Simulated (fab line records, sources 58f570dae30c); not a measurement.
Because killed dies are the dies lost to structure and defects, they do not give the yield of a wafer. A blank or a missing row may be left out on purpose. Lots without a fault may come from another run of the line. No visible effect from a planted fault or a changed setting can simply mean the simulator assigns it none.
Which tool was responsible?	flow berkeley cmos170	42 wafers from 14 lots sampled at 3 of the route's 331 steps

WHAT EACH GAUGE READ, for each wafer
UCB170_M2_CD_MEAS_15 targets a cd of 700 nm.
lot	measured	on	cd nm (nm)
L616	day 7 11:39	cd sem-02	699.7 700.8 701.8
L621	day 8 00:29	cd sem-01	699.9 699.6 700.6
L620	day 8 00:45	cd sem-01	697.4 697.9 698.0
L623	day 8 11:23	cd sem-02	700.6 701.3 701.6
L622	day 8 19:05	cd sem-02	699.9 699.4 698.9
L625	day 9 05:39	cd sem-02	701.6 704.4 701.1
L627	day 9 05:22	cd sem-01	698.6 700.0 699.4
L624	day 9 05:57	cd sem-02	701.4 701.8 700.9
L630	day 10 02:02	cd sem-01	702.7 701.4 701.3
L631	day 10 02:48	cd sem-01	699.9 698.2 699.0
L634	day 11 10:44	cd sem-02	699.4 697.6 699.8
L635	day 11 10:58	cd sem-02	696.6 696.8 698.1
L638	day 12 02:33	cd sem-02	700.2 701.1 699.8
L639	day 12 06:23	cd sem-02	698.9 701.0 699.6

TOOL THAT RAN EACH LOT (tool first, then ch and the chambers of the sampled wafers, then the start)
lot	UCB170_M1_ETCH_11	UCB170_M2_HMDS_04
L616	rie diel-04 ch 0,1,2, day 7 02:52	litho track-02 ch 0, day 7 09:22
L621	rie diel-04 ch 0,1, day 7 13:08	litho track-04 ch 0, day 7 21:49
L620	rie diel-04 ch 1,2,3, day 7 14:18	litho track-01 ch 0, day 7 22:14
L623	rie diel-03 ch 1,2, day 8 02:19	litho track-01 ch 0, day 8 09:38
L622	rie diel-01 ch 0,1,3, day 8 08:46	litho track-04 ch 0, day 8 17:31
L625	rie diel-04 ch 0,1,2, day 8 17:55	litho track-01 ch 0, day 9 03:37
L627	rie diel-03 ch 1,3, day 8 20:41	litho track-04 ch 0, day 9 03:19
L624	rie diel-03 ch 2,3, day 8 21:07	litho track-04 ch 0, day 9 03:55
L630	rie diel-01 ch 0,3, day 9 16:14	litho track-04 ch 0, day 10 00:28
L631	rie diel-03 ch 1,3, day 9 18:26	litho track-01 ch 0, day 10 01:04
L634	rie diel-01 ch 0,3, day 11 00:56	litho track-01 ch 0, day 11 08:28
L635	rie diel-04 ch 0,1,3, day 11 00:57	litho track-02 ch 0, day 11 08:49
L638	rie diel-04 ch 0,2,3, day 11 17:50	litho track-01 ch 0, day 12 00:33
L639	rie diel-04 ch 1,2, day 11 22:20	litho track-01 ch 0, day 12 04:38
- UCB170_M1_ETCH_11: etches BARC in N2/H2.
- UCB170_M2_HMDS_04: prime time 60 s.

AS READ BY THE TOOLS THEMSELVES (means over the sampled wafers that have a number; for cases with no such wafer, the mark the record gives instead)
UCB170_M1_ETCH_11.
lot	tool	drypump motor current A (A)	oes product au (a.u.)	throttle valve pct (%)
L616	rie diel-04	5.8	0.966	13.44
L621	rie diel-04	6.2	0.964	13.43
L620	rie diel-04	5.8	0.962	13.30
L623	rie diel-03	6.0	1.023	13.49
L622	rie diel-01	5.5	0.993	13.46
L625	rie diel-04	5.8	0.969	13.44
L627	rie diel-03	5.4	0.983	13.35
L624	rie diel-03	5.4	0.983	13.31
L630	rie diel-01	5.2	0.991	13.52
L631	rie diel-03	5.2	0.969	13.27
L634	rie diel-01	5.4	0.988	13.54
L635	rie diel-04	6.0	0.979	13.35
L638	rie diel-04	5.6	0.974	13.38
L639	rie diel-04	6.0	0.957	13.36

UCB170_M2_HMDS_04.
lot	tool	prime temp c (C)	resist line temp C (C)
L616	litho track-02	99.94	22.97
L621	litho track-04	100.06	22.94
L620	litho track-01	100.10	22.96
L623	litho track-01	99.98	22.87
L622	litho track-04	99.94	23.09
L625	litho track-01	99.99	22.96
L627	litho track-04	99.96	22.93
L624	litho track-04	99.93	22.98
L630	litho track-04	100.07	22.96
L631	litho track-01	99.93	22.97
L634	litho track-01	99.93	22.84
L635	litho track-02	99.97	23.04
L638	litho track-01	101.03	22.98
L639	litho track-01	101.53	22.96

THE ANSWER, worked out from the rows above alone
Rule: the usual values come from the lots themselves. The widest of any qualifying gaps counts: lots, ordered by their means at a reading, are off when they make up no more than a third of the lots, leave a main group of 4 or more, and stand apart from it by 3 or more times the standard deviation of that group's means. A main group whose means are all the same, to the digits that the tables above print for the reading, isn't used. A lot without any number at a reading at which 4 lots or more have one is off too. Any other lot the step has rows for is counted as sound. Order of review: gauges by route order, followed by the tools' own readings, for which a lot's mean as printed above is used. The first step at which some lot is off is used, and at that step the reading that is off furthest; a lot without a number counts as furthest.
Off, at UCB170_M2_HMDS_04 on prime temp c: L638, L639. Mean 99.98 C and standard deviation 0.058 in the main group.
A tool fits if, at that step or a process step before it, it ran every lot that is off, and no sound lot after the first of them. 2 tools fit, rie diel-04 at UCB170_M1_ETCH_11 and litho track-01 at UCB170_M2_HMDS_04, so this cannot tell which one it is.

WHAT THE SIMULATOR HAD INSERTED
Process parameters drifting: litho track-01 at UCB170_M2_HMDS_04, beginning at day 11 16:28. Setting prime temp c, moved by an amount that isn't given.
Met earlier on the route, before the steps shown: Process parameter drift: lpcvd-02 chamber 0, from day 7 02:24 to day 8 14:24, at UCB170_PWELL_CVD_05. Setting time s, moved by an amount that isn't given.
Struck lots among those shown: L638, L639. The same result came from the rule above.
